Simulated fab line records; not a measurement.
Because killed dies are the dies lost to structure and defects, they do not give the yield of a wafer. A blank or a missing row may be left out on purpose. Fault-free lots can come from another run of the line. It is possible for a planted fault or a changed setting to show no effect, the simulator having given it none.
Problem report, 8D (eight disciplines) form, completed by code    flow berkeleyCmos170    the parts of the form that need people (team, actions taken, sign-off) are left out

1. WHAT IS WRONG
runLengthS at UCB170_CONTACT_SOFTBAKE_05 reads a mean of 95.83 s on 9 wafers of 3 lots; wafers without a fault read 89.06 s with a standard deviation of 0.14. That puts it +48 standard deviations away from the usual mean.
The step: time 60 s.
The first sign was on wafer L725.2 at day 9 08:48, on lithoTrack-04. At this step, 45 wafers from 15 lots have a number in the record. Rule for "out" (also "out of limits"): further than 4 standard deviations from the usual mean. The other wafers with a number count as sound.

2. WHAT IT IS, AND WHAT IT ISN'T
question                     is                      is not
which readings at this step  runLengthS              resistLineTempC
which lots                   L725, L728, L729        L715, L716, L719, L720, L721, L726, L730, L731, L734, L735, L736, L738
which wafers of those lots   all that have a number  -
read on which tools          lithoTrack-04           lithoTrack-01, lithoTrack-02
when                         from day 9 08:48        up to then (15 sound wafers); but 21 sound wafers of L726, L730, L731, L734, L735, L736, L738 came after

3. WHAT RULES OUT EACH SUSPECT
Counting: a tool stays on the suspect list if, at a process step up to the reading, it processed all lots that are out and no sound lot following the first of them.
- lithoTrack-04 at UCB170_CONTACT_SOFTBAKE_05 (time 60 s): kept. It ran every lot that is out, first L725 (day 9 08:48), and no sound lot after that; its last sound lot up to then is L721 (day 9 01:10). Its own runLengthS readings are out on those wafers.
The count leaves lithoTrack-04 at UCB170_CONTACT_SOFTBAKE_05.

4. THE CAUSE (what the simulator had put in)
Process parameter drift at UCB170_CONTACT_SOFTBAKE_05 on lithoTrack-04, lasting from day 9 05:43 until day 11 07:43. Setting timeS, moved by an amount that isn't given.
After counting, this tool was the only one left.

5. THE EFFECT CHAIN, in route order
Each row: a reading where the mean over the struck wafers with a number is more than 3 standard deviations away from the usual. Only readings for which the record gives a usual standard deviation are gone through. hours: the time from each lot's start at the first step in this table that gives one to its start at this step, as a median over the lots. sigmas: the change in usual standard deviations.
hours  step                        reading     usual    on struck wafers  change  sigmas
0      UCB170_CONTACT_SOFTBAKE_05  runLengthS  89.06 s  95.83             +6.77   +48
Its process steps:
- UCB170_CONTACT_SOFTBAKE_05: time 60 s.
Later measuring or inspecting steps at which every struck wafer that the step has a row for has a number for every such reading, and none has moved that far: UCB170_V1_BOW_MEAS_03.

6. WHAT WOULD HAVE CAUGHT IT SOONER
In this record no reading fell out of limits until day 9 08:48, 3 hours after the fault had begun at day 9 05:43.
